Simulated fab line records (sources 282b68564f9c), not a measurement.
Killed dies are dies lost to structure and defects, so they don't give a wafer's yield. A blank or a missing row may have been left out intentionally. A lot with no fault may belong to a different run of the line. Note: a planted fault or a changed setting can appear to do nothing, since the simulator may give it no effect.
One fault seen from 2 desks | flow rit cmos | every desk sees just its own numbers, and what lay behind them comes last

== METROLOGY DESK ==
What the gauges read, lot by lot, whatever tool the lot ran on: means of the sampled wafers that have a number. Marked OUT: a lot whose mean sits more than 4 standard deviations from the usual mean, which makes it out of limits; the brackets give that distance.
Columns: A = cd nm at RIT_CONTACT_CD_MEAS_08, usual 1000.0 nm
lot  | first seen here | A
L155 | day 3 15:12     | 999.7
L156 | day 3 20:27     | 996.9
L159 | day 4 09:38     | 998.6
L160 | day 4 20:25     | 999.6
L164 | day 5 16:32     | 1000.5
L166 | day 6 09:52     | 1001.7
L168 | day 7 01:42     | 999.9
L171 | day 7 16:29     | 996.8
L172 | day 7 17:00     | 998.7
L175 | day 8 01:27     | 999.7
L174 | day 8 04:08     | 1003.6
L176 | day 8 04:30     | 1000.9
L177 | day 8 05:52     | 996.4
This desk found nothing out of limits on any of the 13 lots.

== THE TOOL OWNER'S DESK: plasma asher-01 ==
The tool's own readings at RIT_NSD_STRIP_09 (strips in O2, time 180 s): means of the sampled wafers that have a number, for each lot that ran on this tool. Marked OUT: a lot whose mean sits more than 4 standard deviations from the usual mean, which makes it out of limits; the brackets give that distance.
Columns: A = drypump motor current A at RIT_NSD_STRIP_09, usual 6.2 A
lot  | first seen here | A
L155 | day 3 10:30     | 6.1
L156 | day 3 16:11     | 6.8
L164 | day 5 12:01     | 6.4
L166 | day 6 05:27     | 6.1
This desk found nothing out of limits on any of the 4 lots.

== ALL TOGETHER ==
Metrology desk: nothing out of limits seen.
The desk of the tool owner found nothing out of limits.

== WHAT THE SIMULATOR PUT IN ==
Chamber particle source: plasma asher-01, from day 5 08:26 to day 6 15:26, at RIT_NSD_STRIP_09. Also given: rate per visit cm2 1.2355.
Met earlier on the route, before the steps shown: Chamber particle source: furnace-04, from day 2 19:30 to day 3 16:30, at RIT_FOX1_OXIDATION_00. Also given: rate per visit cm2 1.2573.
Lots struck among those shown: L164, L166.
